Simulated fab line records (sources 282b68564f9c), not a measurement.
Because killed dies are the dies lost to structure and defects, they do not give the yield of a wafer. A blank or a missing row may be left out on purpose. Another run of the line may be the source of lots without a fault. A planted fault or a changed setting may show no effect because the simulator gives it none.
fab line records -- flow ritCmos
[record] lots = 15, wafers = 45, lastDay = 7
route steps=202 shown ACTIVE@2 FOX1@21 NRETRO@59 M1@202
lots with no fault: from the same line, run without faults
startH: hours from the record's first day to the start of the lot's first wafer shown -- waitH: time in hours since the lot's previous step -- " unchanged from the row above -- L1.1+2: one row covering several wafers at once -- - no value, or no start was given -- * or withheld: withheld -- < > ~ a bound
route shown NAME@n: NAME is a module with steps in the file, n the number in the route of the first one -- usual: mean/standard deviation of fault-free wafers -- same: alike in all rows -- chamber/n: place in a boat -- sites: the reading at each site -- _std_site: the values' standard deviation -- _edge_site: outer sites' mean less inner sites' -- radiusMm: how far each site lies from the wafer's centre -- mask NAME#n: copy n -- behind: the tool/chamber that last shaped the wafer -- hold: what put the lot on hold/how long, in hours/how the hold closed -- device: the n, p or np transistor that did not switch -- end of line: the tests these same wafers got at the end of their route -- where a step has no rows: the recipe by itself -- killed: dies lost to structure and defects at the first sort, not the wafer's yield -- map: the dies of a wafer, with x for killed, . for not killed, _ for no die there
set.NAME: the run value of the setting; set.NAME@STEP: its run value at that earlier step -- model.NAME: the simulator's own value behind a step, which no gauge read
a sample of lots followed through the steps of the route, with each step as a table and each wafer as a row
services: from which hour (startH, from the record's first day; less than 0 if before it) a tool's chamber was out of use, for how many hours, and why
[[steps]]
[step RIT_ACTIVE_OXIDATION_01]
[recipe] tempC = 1000, ambient = O2, targetThkA = 468, oxTimeS = 3360
[usual] spikeTcCentreC = 1003.0/1.2, spikeTcLoadC = 1024/3.7, spikeTcSourceC = 1025/3.1, tubeCenterTempC = 1000/0.097, tube_center_temp_C_max = 1002.5/0.38
lot.wafer,tool,chamber,startH,waitH,spikeTcCentreC,spikeTcLoadC,spikeTcSourceC,tubeCenterTempC,tube_center_temp_C_max
L143.1,furnace-03,0,12.47,2.4,1004.4,1029,1024,1000,1002.0
L143.3,furnace-03,0,12.47,2.4,1002.4,1027,1022,999.91,1002.8
L143.6,furnace-03,0,12.47,2.4,1002.0,1028,1023,999.98,1002.5
L145.2,furnace-01,0,20.73,0.7,1002.0,1021,1029,999.93,1002.9
L145.5,furnace-01,0,20.73,0.7,1003.3,1022,1030,1000.1,1002.8
L145.6,furnace-01,0,20.73,0.7,1002.1,1022,1026,999.9,1001.9
L146.4,furnace-03,0,25.44,0.4,1004.1,1027,1022,999.97,1003.1
L146.5,furnace-03,0,25.44,0.4,1002.1,1027,1022,999.99,1001.8
L146.6,furnace-03,0,25.44,0.4,1001.8,1027,1020,1000.1,1002.8
L147.1,furnace-01,0,31.45,1.4,1002.4,1020,1027,999.94,1002.4
L147.5,furnace-01,0,31.45,1.4,1003.7,1017,1028,1000,1002.3
L147.6,furnace-01,0,31.45,1.4,1003.5,1020,1027,999.83,1002.0
L148.1,furnace-01,0,35.12,0.1,1002.7,1020,1026,1000,1002.5
L148.3,furnace-01,0,35.12,0.1,1001.3,1022,1028,999.99,1002.3
L148.6,furnace-01,0,35.12,0.1,1000.8,1020,1027,1000.1,1002.4
L149.1,furnace-01,0,40.12,0.1,1002.1,1021,1030,1000.2,1002.5
L149.3,furnace-01,0,40.12,0.1,1001.1,1020,1028,999.93,1002.4
L149.5,furnace-01,0,40.12,0.1,1002.4,1020,1028,999.95,1001.9
L151.1,furnace-01,0,50.12,0.1,1002.1,1020,1025,999.96,1002.8
L151.4,furnace-01,0,50.12,0.1,1001.6,1022,1027,999.99,1002.0
L151.6,furnace-01,0,50.12,0.1,1001.6,1018,1027,1000,1001.8
L152.1,furnace-01,0,56.01,1.0,991.9,1008,1015,988.13,990.7
L152.4,furnace-01,0,56.01,1.0,989.9,1007,1016,987.94,990.3
L152.6,furnace-01,0,56.01,1.0,991.5,1008,1016,987.9,990.8
L154.3,furnace-01,0,67.82,2.8,989.9,1009,1016,987.86,991.1
L154.4,furnace-01,0,67.82,2.8,990.5,1007,1016,987.98,991.1
L154.5,furnace-01,0,67.82,2.8,989.1,1008,1017,988.11,990.6
L157.1,furnace-01,0,81.13,1.1,990.8,1007,1014,987.95,991.0
L157.2,furnace-01,0,81.13,1.1,990.1,1008,1015,987.92,990.2
L157.3,furnace-01,0,81.13,1.1,992.5,1007,1017,987.95,989.8
L159.2,furnace-04,0,90.94,0.9,1003.0,1030,1023,999.96,1002.8
L159.5,furnace-04,0,90.94,0.9,1003.3,1025,1021,1000.1,1002.4
L159.6,furnace-04,0,90.94,0.9,1004.5,1026,1023,1000,1003.1
L161.2,furnace-04,0,100.35,0.3,1003.9,1028,1024,999.83,1001.7
L161.5,furnace-04,0,100.35,0.3,1003.3,1025,1024,1000.1,1002.7
L161.6,furnace-04,0,100.35,0.3,1003.7,1027,1024,999.94,1001.8
L164.2,furnace-03,0,115.71,0.7,1001.0,1027,1023,1000.1,1003.0
L164.3,furnace-03,0,115.71,0.7,1004.4,1027,1022,1000.1,1002.2
L164.4,furnace-03,0,115.71,0.7,1004.8,1028,1021,999.9,1003.2
L165.2,furnace-04,0,120.12,0.1,1005.6,1027,1025,999.89,1002.0
L165.5,furnace-04,0,120.12,0.1,1005.0,1027,1023,1000,1002.2
L165.6,furnace-04,0,120.12,0.1,1005.7,1027,1023,999.8,1002.0
L166.1,furnace-03,0,126.80,1.8,1003.8,1029,1023,999.96,1002.8
L166.4,furnace-03,0,126.80,1.8,1002.5,1027,1021,1000,1002.1
L166.6,furnace-03,0,126.80,1.8,1003.7,1026,1022,999.96,1002.4
[step RIT_ACTIVE_THK_MEAS_02]
[recipe] reads = SiO2_of_ACTIVE_OXIDATION_01
[usual] ACTIVE_OXIDE_THK = 46.6/0.8
lot.wafer,tool,chamber,startH,waitH,ACTIVE_OXIDE_THK[nm]
L143.1,filmMetro-02,-,14.40,0.0,45.5
L143.3,filmMetro-02,-,14.40,0.0,46.5
L143.6,filmMetro-02,-,14.40,0.0,46.0
L145.2,filmMetro-02,-,22.67,0.0,46.0
L145.5,filmMetro-02,-,22.67,0.0,46.4
L145.6,filmMetro-02,-,22.67,0.0,47.1
L146.4,filmMetro-03,-,27.41,0.0,45.7
L146.5,filmMetro-03,-,27.41,0.0,46.4
L146.6,filmMetro-03,-,27.41,0.0,46.7
L147.1,filmMetro-04,-,33.38,0.0,46.8
L147.5,filmMetro-04,-,33.38,0.0,46.6
L147.6,filmMetro-04,-,33.38,0.0,45.8
L148.1,filmMetro-04,-,37.05,0.0,47.9
L148.3,filmMetro-04,-,37.05,0.0,47.7
L148.6,filmMetro-04,-,37.05,0.0,47.3
L149.1,filmMetro-03,-,42.05,0.0,46.8
L149.3,filmMetro-03,-,42.05,0.0,47.4
L149.5,filmMetro-03,-,42.05,0.0,47.3
L151.1,filmMetro-04,-,52.05,0.0,47.9
L151.4,filmMetro-04,-,52.05,0.0,48.1
L151.6,filmMetro-04,-,52.05,0.0,47.6
L152.1,filmMetro-04,-,57.94,0.0,41.3
L152.4,filmMetro-04,-,57.94,0.0,41.2
L152.6,filmMetro-04,-,57.94,0.0,41.1
L154.3,filmMetro-03,-,69.78,0.0,40.7
L154.4,filmMetro-03,-,69.78,0.0,40.4
L154.5,filmMetro-03,-,69.78,0.0,41.4
L157.1,filmMetro-03,-,83.06,0.0,41.9
L157.2,filmMetro-03,-,83.06,0.0,41.4
L157.3,filmMetro-03,-,83.06,0.0,41.2
L159.2,filmMetro-03,-,92.89,0.0,45.8
L159.5,filmMetro-03,-,92.89,0.0,46.5
L159.6,filmMetro-03,-,92.89,0.0,46.3
L161.2,filmMetro-03,-,102.29,0.0,44.7
L161.5,filmMetro-03,-,102.29,0.0,44.7
L161.6,filmMetro-03,-,102.29,0.0,45.4
L164.2,filmMetro-02,-,117.65,0.0,45.6
L164.3,filmMetro-02,-,117.65,0.0,46.3
L164.4,filmMetro-02,-,117.65,0.0,46.2
L165.2,filmMetro-02,-,122.06,0.0,47.6
L165.5,filmMetro-02,-,122.06,0.0,47.3
L165.6,filmMetro-02,-,122.06,0.0,47.0
L166.1,filmMetro-03,-,128.74,0.0,46.9
L166.4,filmMetro-03,-,128.74,0.0,45.5
L166.6,filmMetro-03,-,128.74,0.0,45.8
[step RIT_ACTIVE_THK_MEAS_04]
[recipe] reads = Si3N4_of_ACTIVE_CVD_03
[usual] ACTIVE_NITRIDE_THK = 150.0/1.3
lot.wafer,tool,chamber,startH,waitH,ACTIVE_NITRIDE_THK[nm]
L143.1,filmMetro-02,-,15.88,0.0,149.7
L143.3,filmMetro-02,-,15.88,0.0,148.9
L143.6,filmMetro-02,-,15.88,0.0,150.6
L145.2,filmMetro-03,-,24.15,0.0,148.4
L145.5,filmMetro-03,-,24.15,0.0,148.2
L145.6,filmMetro-03,-,24.15,0.0,148.6
L146.4,filmMetro-02,-,28.88,0.0,149.0
L146.5,filmMetro-02,-,28.88,0.0,151.1
L146.6,filmMetro-02,-,28.88,0.0,149.6
L147.1,filmMetro-04,-,34.86,0.0,151.1
L147.5,filmMetro-04,-,34.86,0.0,152.0
L147.6,filmMetro-04,-,34.86,0.0,150.2
L148.1,filmMetro-04,-,38.53,0.0,151.4
L148.3,filmMetro-04,-,38.53,0.0,151.6
L148.6,filmMetro-04,-,38.53,0.0,152.0
L149.1,filmMetro-04,-,44.24,0.0,149.7
L149.3,filmMetro-04,-,44.24,0.0,148.6
L149.5,filmMetro-04,-,44.24,0.0,148.4
L151.1,filmMetro-02,-,53.53,0.0,149.7
L151.4,filmMetro-02,-,53.53,0.0,149.3
L151.6,filmMetro-02,-,53.53,0.0,149.0
L152.1,filmMetro-04,-,59.42,0.0,151.7
L152.4,filmMetro-04,-,59.42,0.0,152.3
L152.6,filmMetro-04,-,59.42,0.0,152.1
L154.3,filmMetro-03,-,71.97,0.0,150.7
L154.4,filmMetro-03,-,71.97,0.0,150.2
L154.5,filmMetro-03,-,71.97,0.0,150.6
L157.1,filmMetro-02,-,84.54,0.0,148.4
L157.2,filmMetro-02,-,84.54,0.0,149.3
L157.3,filmMetro-02,-,84.54,0.0,148.6
L159.2,filmMetro-02,-,94.36,0.0,147.7
L159.5,filmMetro-02,-,94.36,0.0,147.7
L159.6,filmMetro-02,-,94.36,0.0,148.1
L161.2,filmMetro-02,-,103.77,0.0,150.5
L161.5,filmMetro-02,-,103.77,0.0,149.5
L161.6,filmMetro-02,-,103.77,0.0,149.9
L164.2,filmMetro-03,-,119.13,0.0,149.8
L164.3,filmMetro-03,-,119.13,0.0,148.6
L164.4,filmMetro-03,-,119.13,0.0,148.4
L165.2,filmMetro-02,-,123.54,0.0,151.6
L165.5,filmMetro-02,-,123.54,0.0,150.7
L165.6,filmMetro-02,-,123.54,0.0,151.2
L166.1,filmMetro-04,-,130.21,0.0,149.3
L166.4,filmMetro-04,-,130.21,0.0,150.6
L166.6,filmMetro-04,-,130.21,0.0,150.7
[step RIT_FOX1_THK_MEAS_01]
[recipe] reads = SiO2_of_FOX1_OXIDATION_00
[usual] FOX1_OXIDE_THK = 348/7.5
lot.wafer,tool,chamber,startH,waitH,FOX1_OXIDE_THK[nm]
L143.1,filmMetro-01,-,20.73,0.0,358
L143.3,filmMetro-01,-,20.73,0.0,357
L143.6,filmMetro-01,-,20.73,0.0,355
L145.2,filmMetro-01,-,28.70,0.0,348
L145.5,filmMetro-01,-,28.70,0.0,347
L145.6,filmMetro-01,-,28.70,0.0,347
L146.4,filmMetro-03,-,34.98,0.0,352
L146.5,filmMetro-03,-,34.98,0.0,359
L146.6,filmMetro-03,-,34.98,0.0,351
L147.1,filmMetro-01,-,38.39,0.0,350
L147.5,filmMetro-01,-,38.39,0.0,358
L147.6,filmMetro-01,-,38.39,0.0,357
L148.1,filmMetro-01,-,43.64,0.0,339
L148.3,filmMetro-01,-,43.64,0.0,342
L148.6,filmMetro-01,-,43.64,0.0,342
L149.1,filmMetro-01,-,48.45,0.0,352
L149.3,filmMetro-01,-,48.45,0.0,355
L149.5,filmMetro-01,-,48.45,0.0,350
L151.1,filmMetro-03,-,57.79,0.0,334
L151.4,filmMetro-03,-,57.79,0.0,343
L151.6,filmMetro-03,-,57.79,0.0,338
L152.1,filmMetro-01,-,63.81,0.0,346
L152.4,filmMetro-01,-,63.81,0.0,352
L152.6,filmMetro-01,-,63.81,0.0,360
L154.3,filmMetro-01,-,75.73,0.0,351
L154.4,filmMetro-01,-,75.73,0.0,355
L154.5,filmMetro-01,-,75.73,0.0,344
L157.1,filmMetro-04,-,88.37,0.0,341
L157.2,filmMetro-04,-,88.37,0.0,337
L157.3,filmMetro-04,-,88.37,0.0,341
L159.2,filmMetro-01,-,100.67,0.0,339
L159.5,filmMetro-01,-,100.67,0.0,342
L159.6,filmMetro-01,-,100.67,0.0,335
L161.2,filmMetro-03,-,108.09,0.0,335
L161.5,filmMetro-03,-,108.09,0.0,335
L161.6,filmMetro-03,-,108.09,0.0,331
L164.2,filmMetro-01,-,122.55,0.0,355
L164.3,filmMetro-01,-,122.55,0.0,358
L164.4,filmMetro-01,-,122.55,0.0,354
L165.2,filmMetro-01,-,129.71,0.0,364
L165.5,filmMetro-01,-,129.71,0.0,362
L165.6,filmMetro-01,-,129.71,0.0,358
L166.1,filmMetro-03,-,133.50,0.0,346
L166.4,filmMetro-03,-,133.50,0.0,345
L166.6,filmMetro-03,-,133.50,0.0,347
[step RIT_NRETRO_OVL_MEAS_06]
[usual] NRETRO_OVL = 1.3/1.3
lot.wafer,tool,chamber,startH,waitH,NRETRO_OVL[nm]
L143.1,overlay-02,-,37.25,-,2.2
L143.3,overlay-02,-,37.25,-,-1.7
L143.6,overlay-02,-,37.25,-,1.6
L145.2,overlay-01,-,43.11,-,3.4
L145.5,overlay-01,-,43.11,-,0.0
L145.6,overlay-01,-,43.11,-,1.2
L146.4,overlay-01,-,48.34,-,1.2
L146.5,overlay-01,-,48.34,-,2.0
L146.6,overlay-01,-,48.34,-,0.0
L147.1,overlay-01,-,50.56,-,3.6
L147.5,overlay-01,-,50.56,-,0.4
L147.6,overlay-01,-,50.56,-,1.8
L148.1,overlay-01,-,55.83,-,2.5
L148.3,overlay-01,-,55.83,-,2.8
L148.6,overlay-01,-,55.83,-,2.0
L149.1,overlay-01,-,61.86,-,1.0
L149.3,overlay-01,-,61.86,-,2.7
L149.5,overlay-01,-,61.86,-,2.2
L151.1,overlay-01,-,70.15,-,2.4
L151.4,overlay-01,-,70.15,-,3.2
L151.6,overlay-01,-,70.15,-,1.2
L152.1,overlay-01,-,78.82,-,0.8
L152.4,overlay-01,-,78.82,-,0.6
L152.6,overlay-01,-,78.82,-,0.2
L154.3,overlay-02,-,90.25,-,2.6
L154.4,overlay-02,-,90.25,-,2.0
L154.5,overlay-02,-,90.25,-,2.3
L157.1,overlay-02,-,101.47,-,0.7
L157.2,overlay-02,-,101.47,-,-0.8
L157.3,overlay-02,-,101.47,-,-1.2
L159.2,overlay-01,-,114.41,-,1.1
L159.5,overlay-01,-,114.41,-,-1.0
L159.6,overlay-01,-,114.41,-,1.3
L161.2,overlay-01,-,121.04,-,0.6
L161.5,overlay-01,-,121.04,-,1.1
L161.6,overlay-01,-,121.04,-,0.4
L164.2,overlay-01,-,135.47,-,0.6
L164.3,overlay-01,-,135.47,-,1.3
L164.4,overlay-01,-,135.47,-,1.0
L165.2,overlay-02,-,141.92,-,1.8
L165.5,overlay-02,-,141.92,-,0.2
L165.6,overlay-02,-,141.92,-,-0.4
L166.1,overlay-02,-,146.44,-,1.3
L166.4,overlay-02,-,146.44,-,1.3
L166.6,overlay-02,-,146.44,-,-0.2
[step RIT_M1_PROBE_99]
[usual] killedAtContacts = 0.1/0.27, killedAtFrontEnd = 7/3.3, killedDies = 7/3.3, killedOpen = 3.5/2, killedShort = 3.8/2.2
[same] grossDies = 264, killed_at_M0_to_M3 = 0, killed_at_M4_up = 0, killedAtBackSide = 0, killedAtOther = 0
lot.wafer,tool,chamber,startH,waitH,killedAtContacts,killedAtFrontEnd,killedDies,killedOpen,killedShort
L143.1,prober-01,-,67.89,0.1,0,1,1,0,1
L143.3,prober-01,-,67.99,0.2,0,3,3,1,2
L143.6,prober-01,-,68.14,0.2,0,6,6,3,3
L145.2,prober-02,-,75.59,0.1,0,7,7,2,5
L145.5,prober-02,-,75.74,0.2,0,6,6,3,3
L145.6,prober-02,-,75.79,0.2,0,7,7,3,4
L146.4,prober-01,-,79.60,0.2,1,5,6,3,3
L146.5,prober-01,-,79.65,0.2,0,4,4,2,2
L146.6,prober-01,-,79.70,0.2,0,11,11,5,6
L147.1,prober-02,-,81.27,0.1,0,8,8,4,4
L147.5,prober-02,-,81.47,0.2,0,6,6,4,2
L147.6,prober-02,-,81.52,0.2,0,8,8,6,1
L148.1,prober-01,-,83.51,0.1,0,6,6,3,3
L148.3,prober-01,-,83.61,0.2,0,4,4,2,2
L148.6,prober-01,-,83.76,0.2,0,6,6,2,4
L149.1,prober-02,-,91.67,0.1,0,6,6,3,3
L149.3,prober-02,-,91.77,0.2,0,9,9,4,5
L149.5,prober-02,-,91.87,0.2,0,7,7,2,5
L151.1,prober-02,-,99.92,0.1,0,4,4,3,1
L151.4,prober-02,-,100.07,0.2,0,17,17,11,6
L151.6,prober-02,-,100.17,0.2,0,10,10,5,5
L152.1,prober-01,-,107.58,0.1,0,9,9,4,5
L152.4,prober-01,-,107.73,0.2,0,6,6,4,2
L152.6,prober-01,-,107.83,0.2,0,6,6,2,4
L154.3,prober-01,-,123.10,0.2,0,13,13,6,7
L154.4,prober-01,-,123.15,0.2,0,4,4,3,1
L154.5,prober-01,-,123.20,0.2,0,11,11,4,7
L157.1,prober-02,-,132.29,0.1,0,8,8,4,4
L157.2,prober-02,-,132.34,0.1,0,7,7,6,1
L157.3,prober-02,-,132.39,0.2,0,5,5,3,2
L159.2,prober-02,-,143.59,0.1,0,7,7,4,3
L159.5,prober-02,-,143.74,0.2,1,9,10,4,6
L159.6,prober-02,-,143.79,0.2,0,5,5,3,2
L161.2,prober-02,-,152.01,0.1,0,9,9,6,3
L161.5,prober-02,-,152.16,0.2,0,12,12,2,10
L161.6,prober-02,-,152.21,0.2,0,14,14,5,9
L164.2,prober-01,-,164.22,0.1,1,6,7,2,5
L164.3,prober-01,-,164.27,0.2,0,7,7,6,1
L164.4,prober-01,-,164.32,0.2,0,5,5,2,3
L165.2,prober-02,-,173.40,0.1,0,3,3,1,2
L165.5,prober-02,-,173.55,0.2,0,8,8,2,6
L165.6,prober-02,-,173.60,0.2,0,7,7,3,4
L166.1,prober-01,-,178.72,0.1,0,5,5,3,2
L166.4,prober-01,-,178.87,0.2,0,3,3,2,1
L166.6,prober-01,-,178.97,0.2,0,7,7,5,2
// killed by level:class
L143.1 SPACER:geometricParticle:short=1
L143.3 FOX2:geometricParticle:short=1 SPACER:geometricParticle:short=1 SILICIDE:geometricParticle:open=1
L143.6 FOX1:geometricParticle:open=2 FOX2:geometricParticle:short=2 FOX2:geometricParticle:open=1 SILICIDE:geometricParticle:short=1
L145.2 GATE:geometricParticle:short=2 SPACER:geometricParticle:open=2 SPACER:geometricParticle:short=2 SILICIDE:geometricParticle:short=1
L145.5 GATE:geometricParticle:short=2 SPACER:geometricParticle:open=2 FOX1:geometricParticle:short=1 GATE:geometricParticle:open=1
L145.6 GATE:geometricParticle:open=2 GATE:geometricParticle:short=2 SILICIDE:geometricParticle:short=2 SILICIDE:geometricParticle:open=1
L146.4 FOX2:geometricParticle:short=1 GATE:geometricParticle:open=1 REOX:geometricParticle:open=1 SPACER:geometricParticle:short=1 SILICIDE:geometricParticle:open=1 CONTACT:geometricParticle:short=1
L146.5 FOX2:geometricParticle:short=1 FOX2:geometricParticle:open=1 GATE:geometricParticle:open=1 REOX:geometricParticle:short=1
L146.6 FOX2:geometricParticle:short=3 GATE:geometricParticle:open=2 REOX:geometricParticle:short=2 SILICIDE:geometricParticle:open=2 FOX2:geometricParticle:open=1 SILICIDE:geometricParticle:short=1
L147.1 SPACER:geometricParticle:open=2 SILICIDE:geometricParticle:short=2 FOX1:geometricParticle:open=1 GATE:geometricParticle:short=1 SPACER:geometricParticle:short=1 SILICIDE:geometricParticle:open=1
L147.5 REOX:geometricParticle:open=3 FOX1:geometricParticle:open=1 GATE:geometricParticle:short=1 REOX:geometricParticle:short=1
L147.6 REOX:geometricParticle:open=4 FOX1:geometricParticle:open=2 GATE:geometricParticle:short=1 NRETRO:coatMicrobubblePrinted=1
L148.1 GATE:geometricParticle:open=2 SPACER:geometricParticle:short=2 REOX:geometricParticle:open=1 SILICIDE:geometricParticle:short=1
L148.3 GATE:geometricParticle:short=1 GATE:geometricParticle:open=1 REOX:geometricParticle:open=1 SILICIDE:geometricParticle:short=1
L148.6 GATE:geometricParticle:short=2 FOX2:geometricParticle:short=1 GATE:geometricParticle:open=1 SILICIDE:geometricParticle:open=1 SILICIDE:geometricParticle:short=1
L149.1 GATE:geometricParticle:open=2 GATE:geometricParticle:short=2 FOX2:geometricParticle:short=1 SILICIDE:geometricParticle:open=1
L149.3 GATE:geometricParticle:open=3 REOX:geometricParticle:short=2 GATE:geometricParticle:short=1 SPACER:geometricParticle:short=1 SILICIDE:geometricParticle:short=1 SILICIDE:geometricParticle:open=1
L149.5 GATE:geometricParticle:short=5 GATE:geometricParticle:open=2
L151.1 SILICIDE:geometricParticle:open=3 GATE:geometricParticle:short=1
L151.4 GATE:geometricParticle:short=4 GATE:geometricParticle:open=3 SILICIDE:geometricParticle:open=3 FOX1:geometricParticle:open=2 SPACER:geometricParticle:open=2 FOX1:geometricParticle:short=1 REOX:geometricParticle:open=1 SILICIDE:geometricParticle:short=1
L151.6 GATE:geometricParticle:short=2 SPACER:geometricParticle:open=2 SILICIDE:geometricParticle:short=2 FOX1:geometricParticle:open=1 GATE:geometricParticle:open=1 SPACER:geometricParticle:short=1 SILICIDE:geometricParticle:open=1
L152.1 SPACER:geometricParticle:short=3 FOX1:geometricParticle:short=1 FOX2:geometricParticle:open=1 GATE:geometricParticle:short=1 GATE:geometricParticle:open=1 REOX:geometricParticle:open=1 SILICIDE:geometricParticle:open=1
L152.4 GATE:geometricParticle:open=2 FOX1:geometricParticle:short=1 GATE:geometricParticle:short=1 REOX:geometricParticle:open=1 SPACER:geometricParticle:open=1
L152.6 FOX1:geometricParticle:short=2 GATE:geometricParticle:short=2 GATE:geometricParticle:open=1 SPACER:geometricParticle:open=1
L154.3 FOX1:geometricParticle:short=3 SILICIDE:geometricParticle:open=3 SPACER:geometricParticle:short=2 FOX1:geometricParticle:open=1 FOX2:geometricParticle:short=1 GATE:geometricParticle:short=1 GATE:geometricParticle:open=1 REOX:geometricParticle:open=1
L154.4 REOX:geometricParticle:open=2 FOX1:geometricParticle:open=1 SPACER:geometricParticle:short=1
L154.5 GATE:geometricParticle:short=3 FOX2:geometricParticle:short=2 GATE:geometricParticle:open=2 FOX1:geometricParticle:open=1 FOX1:geometricParticle:short=1 REOX:geometricParticle:short=1 SILICIDE:geometricParticle:open=1
L157.1 FOX1:geometricParticle:short=2 FOX1:geometricParticle:open=2 FOX2:geometricParticle:open=1 GATE:geometricParticle:short=1 REOX:geometricParticle:open=1 SILICIDE:geometricParticle:short=1
L157.2 FOX1:geometricParticle:open=2 REOX:geometricParticle:open=2 FOX2:geometricParticle:open=1 GATE:geometricParticle:short=1 GATE:geometricParticle:open=1
L157.3 FOX2:geometricParticle:open=1 GATE:geometricParticle:short=1 SPACER:geometricParticle:open=1 SPACER:geometricParticle:short=1 SILICIDE:geometricParticle:open=1
L159.2 GATE:geometricParticle:open=2 GATE:geometricParticle:short=1 SPACER:geometricParticle:open=1 SPACER:geometricParticle:short=1 SILICIDE:geometricParticle:short=1 SILICIDE:geometricParticle:open=1
L159.5 GATE:geometricParticle:short=3 GATE:geometricParticle:open=2 FOX1:geometricParticle:short=1 FOX2:geometricParticle:open=1 FOX2:geometricParticle:short=1 SPACER:geometricParticle:short=1 CONTACT:geometricParticle:open=1
L159.6 GATE:geometricParticle:open=2 GATE:geometricParticle:short=1 SILICIDE:geometricParticle:open=1 SILICIDE:geometricParticle:short=1
L161.2 GATE:geometricParticle:short=3 FOX1:geometricParticle:open=2 GATE:geometricParticle:open=2 REOX:geometricParticle:open=1 SPACER:geometricParticle:open=1
L161.5 GATE:geometricParticle:short=4 FOX1:geometricParticle:short=3 FOX2:geometricParticle:short=2 FOX2:geometricParticle:open=1 SPACER:geometricParticle:open=1 SILICIDE:geometricParticle:short=1
L161.6 FOX1:geometricParticle:short=3 FOX2:geometricParticle:open=2 GATE:geometricParticle:short=2 GATE:geometricParticle:open=2 FOX2:geometricParticle:short=1 REOX:geometricParticle:short=1 SPACER:geometricParticle:short=1 SPACER:geometricParticle:open=1
L164.2 REOX:geometricParticle:short=2 ACTIVE:geometricParticle:short=1 FOX1:geometricParticle:short=1 FOX1:geometricParticle:open=1 SILICIDE:geometricParticle:short=1 CONTACT:geometricParticle:open=1
L164.3 SILICIDE:geometricParticle:open=2 ACTIVE:geometricParticle:open=1 FOX1:geometricParticle:short=1 FOX1:geometricParticle:open=1 FOX2:geometricParticle:open=1 GATE:geometricParticle:open=1
L164.4 FOX1:geometricParticle:short=2 SILICIDE:geometricParticle:open=2 GATE:geometricParticle:short=1
L165.2 GATE:geometricParticle:short=2 GATE:geometricParticle:open=1
L165.5 GATE:geometricParticle:short=4 GATE:geometricParticle:open=2 FOX1:geometricParticle:short=1 SILICIDE:geometricParticle:short=1
L165.6 FOX2:geometricParticle:short=2 GATE:geometricParticle:open=2 FOX1:geometricParticle:open=1 GATE:geometricParticle:short=1 REOX:geometricParticle:short=1
L166.1 FOX1:geometricParticle:open=1 FOX2:geometricParticle:short=1 FOX2:geometricParticle:open=1 GATE:geometricParticle:short=1 GATE:geometricParticle:open=1
L166.4 FOX1:geometricParticle:open=1 GATE:geometricParticle:short=1 SILICIDE:geometricParticle:open=1
L166.6 FOX2:geometricParticle:open=2 GATE:geometricParticle:open=2 GATE:geometricParticle:short=2 SILICIDE:geometricParticle:open=1
[[services]]
tool,chamber,startH,hours,kind
furnace-01,-,-8.80,2.8,pm
furnace-04,-,4.27,21.9,pm
furnace-03,-,14.40,2.9,pm
furnace-04,-,26.12,3.6,pm
furnace-03,-,50.70,3.2,pm
[[key]]
[firstSign] step = RIT_ACTIVE_OXIDATION_01, reading = tubeCenterTempC, direction = down, sigmas = 99+, usual = *, struck = *
[effect] step = RIT_ACTIVE_OXIDATION_01, reading = tube_center_temp_C_max, direction = down, sigmas = 31, usual = *, struck = *
[effect] step = RIT_ACTIVE_THK_MEAS_02, reading = ACTIVE_OXIDE_THK, direction = down, sigmas = 6.7, usual = 46.6, struck = 41.2
metAt RIT_ACTIVE_OXIDATION_01
struckLots L152,L154,L157
testerLeftOut L152,L154,L157
notActingAt RIT_ACTIVE_THK_MEAS_04,RIT_FOX1_THK_MEAS_01,RIT_NRETRO_OVL_MEAS_06
onsetBetween 50.12 56.01
[fault] kind = processParameterDrift, tool = furnace-01, chamber = -, onsetH = 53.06, steps = RIT_ACTIVE_OXIDATION_01, channel = tempC, offset = *, shape = step, endH = 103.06, actsIn = *, stated = *
// testerLeftOut: of these lots the tester's yield and bins aren't shown, on N5 and GAA mostly nor the transistor test; their killed dies are dies lost to structure and defects alone, not to doping, threshold or leakage, so they don't give the yield
